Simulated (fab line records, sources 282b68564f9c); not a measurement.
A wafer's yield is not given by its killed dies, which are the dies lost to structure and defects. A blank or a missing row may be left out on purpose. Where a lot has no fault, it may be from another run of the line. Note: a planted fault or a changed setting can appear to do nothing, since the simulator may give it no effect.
Comparing a struck lot with a sound one | flow rit-cmos | 43 out of 202 route steps
Sound: these wafers, L361.2, L361.4, L361.6. Wafers L367.4, L367.5, L367.6 were the ones struck. The cause is named last.
Order at every step that has rows: each side's tool, ch and its chambers, its first start. Under that, the readings that differ: sound wafers | struck wafers | difference of the means | sigmas: that difference in standard deviations of wafers without a fault.
alike: same words and numbers on both sides, and readings whose means sit less than 2 such deviations apart. not compared: any withheld reading, any reading some wafer has no value for, any bound like >300 that may hide the same value, and any number with overlapping values for which the record gives no deviation.
A row with sigmas, a row that says differs or no value, or rows on one side alone: a step with any of these is where the two part. Non-overlapping numbers with no deviation appear without sigmas and do not part them. A reading missing from all wafers of one side parts the sides only when that side holds two or more wafers.

first, 4 steps without rows for these wafers: RIT_PLDD_SOFTBAKE_02 (time 60 s); RIT_PLDD_EXPOSE_03 (exposes mask M8, target cd 40900 nm); RIT_PLDD_PEB_04; RIT_PLDD_DEVELOP_05 (develop time 50 s).
RIT_PLDD_OVL_MEAS_06:
  sound on overlay-01 at day 3 00:34; struck on overlay-02 at day 4 12:15
  alike: PLDD_OVL
then, 2 steps without rows for these wafers: RIT_PLDD_HARDBAKE_07 (time 60 s); RIT_PLDD_IMPLANT_08.
RIT_PLDD_STRIP_09: strips in O2, time 180 s.
  sound on plasma-asher-03 ch 1, day 3 00:53; struck on plasma-asher-01 ch 0,1, day 4 12:37
  alike: drypump-motor-current-A
  not compared: rf-hours-counter-h
RIT_PLDD_TW_MEAS_10:
  sound on film-metro-03 at day 3 01:04; struck on film-metro-01 at day 4 12:46
  alike: PLDD_TW
then, 3 steps without rows for these wafers: RIT_SPACER_CLEAN_00 (cleans in SC1, time 600 s); RIT_SPACER_CLEAN_01 (cleans in dHF, time 30 s); RIT_SPACER_CLEAN_02 (cleans in SC2, time 600 s).
RIT_SPACER_CVD_03: deposits Si3N4 from SiH2Cl2/NH3, target thk 250 nm, time 3300 s.
  sound on lpcvd-01 ch 0, day 3 02:22; struck on lpcvd-02 ch 0, day 4 13:12
  alike: spike-tc-centre-C, susceptor-temp-C
RIT_SPACER_THK_MEAS_04:
  sound on film-metro-03 at day 3 04:17; struck on film-metro-01 at day 4 15:09
  reading                 | sound             | struck            | difference | sigmas
  SPACER_NITRIDE_THK (nm) | 255.3 256.1 256.0 | 250.1 250.1 250.3 | -5.6       | -2
RIT_SPACER_ETCHBACK_05: etches Si3N4 in SF6/CHF3, stops on SiO2, target depth 250 nm, time 240 s.
  sound on rie-diel-03 ch 0,2, day 3 04:20; struck on rie-diel-04 ch 0,2,3, day 4 15:11
  alike: drypump-motor-current-A, oes-product-au, throttle-valve-pct
  not compared: rf-hours-counter-h
then, 6 steps without rows for these wafers: RIT_NSD_HMDS_00 (prime time 60 s); RIT_NSD_COAT_01 (resist thk 1000 nm); RIT_NSD_SOFTBAKE_02 (time 60 s); RIT_NSD_EXPOSE_03 (exposes mask M9, target cd 40700 nm); RIT_NSD_PEB_04; RIT_NSD_DEVELOP_05 (develop time 50 s).
RIT_NSD_OVL_MEAS_06:
  sound on overlay-01 at day 3 05:40; struck on overlay-02 at day 4 16:19
  alike: NSD_OVL
then, 2 steps without rows for these wafers: RIT_NSD_HARDBAKE_07 (time 60 s); RIT_NSD_IMPLANT_08.
RIT_NSD_STRIP_09: strips in O2, time 180 s.
  sound on plasma-asher-01 ch 0,1, day 3 06:00; struck on plasma-asher-01 ch 0,1, day 4 16:42
  alike: drypump-motor-current-A
  not compared: rf-hours-counter-h
RIT_NSD_TW_MEAS_10:
  sound on film-metro-03 at day 3 06:11; struck on film-metro-02 at day 4 16:50
  alike: NSD_TW
then, 6 steps without rows for these wafers: RIT_PSD_HMDS_00 (prime time 60 s); RIT_PSD_COAT_01 (resist thk 1000 nm); RIT_PSD_SOFTBAKE_02 (time 60 s); RIT_PSD_EXPOSE_03 (exposes mask M10, target cd 40900 nm); RIT_PSD_PEB_04; RIT_PSD_DEVELOP_05 (develop time 50 s).
RIT_PSD_OVL_MEAS_06:
  sound on overlay-01 at day 3 07:05; struck on overlay-02 at day 4 17:52
  alike: PSD_OVL
then, 2 steps without rows for these wafers: RIT_PSD_HARDBAKE_07 (time 60 s); RIT_PSD_IMPLANT_08.
RIT_PSD_STRIP_09: strips in O2, time 180 s.
  sound on plasma-asher-04 ch 0, day 3 07:25; struck on plasma-asher-03 ch 0,1, day 4 18:14
  alike: drypump-motor-current-A
  not compared: rf-hours-counter-h
RIT_PSD_TW_MEAS_10:
  sound on film-metro-03 at day 3 07:37; struck on film-metro-03 at day 4 18:23
  alike: PSD_TW
then, 3 steps without rows for these wafers: RIT_SDANNEAL_CLEAN_00 (cleans in SC1, time 600 s); RIT_SDANNEAL_CLEAN_01 (cleans in dHF, time 30 s); RIT_SDANNEAL_CLEAN_02 (cleans in SC2, time 600 s).
RIT_SDANNEAL_RTA_03: time 5 s.
  sound on rtp-anneal-01 ch 0, day 3 08:02; struck on rtp-anneal-01 ch 0, day 4 18:49
  alike: anneal-temp-c-max, wafer_temp_C_max
RIT_SDANNEAL_RS_MEAS_04: measures by four-point-probe.
  sound on film-metro-02 at day 3 08:06; struck on film-metro-03 at day 4 18:54
  reading         | sound             | struck            | difference | sigmas
  PSD_RS (ohm/sq) | 115.9 115.6 115.8 | 116.7 116.3 116.6 | +0.8       | +2
RIT_M1_PROBE_99:
  sound on prober-02 at day 3 15:24; struck on prober-02 at day 5 02:23
  reading             | sound | struck   | difference | sigmas
  killed-at-front-end | 5 4 8 | 32 22 26 | +21        | +7
  killed-dies         | 5 4 8 | 32 22 26 | +21        | +7
  killed-on-rim       | 2 0 3 | 11 10 11 | +9         | +7
  alike: killed-at-contacts, killed-open, killed-short

## WHERE THEY PART
At RIT_SPACER_THK_MEAS_04 first; at RIT_M1_PROBE_99 last (within this record only).

WHY: the cause the simulator had injected
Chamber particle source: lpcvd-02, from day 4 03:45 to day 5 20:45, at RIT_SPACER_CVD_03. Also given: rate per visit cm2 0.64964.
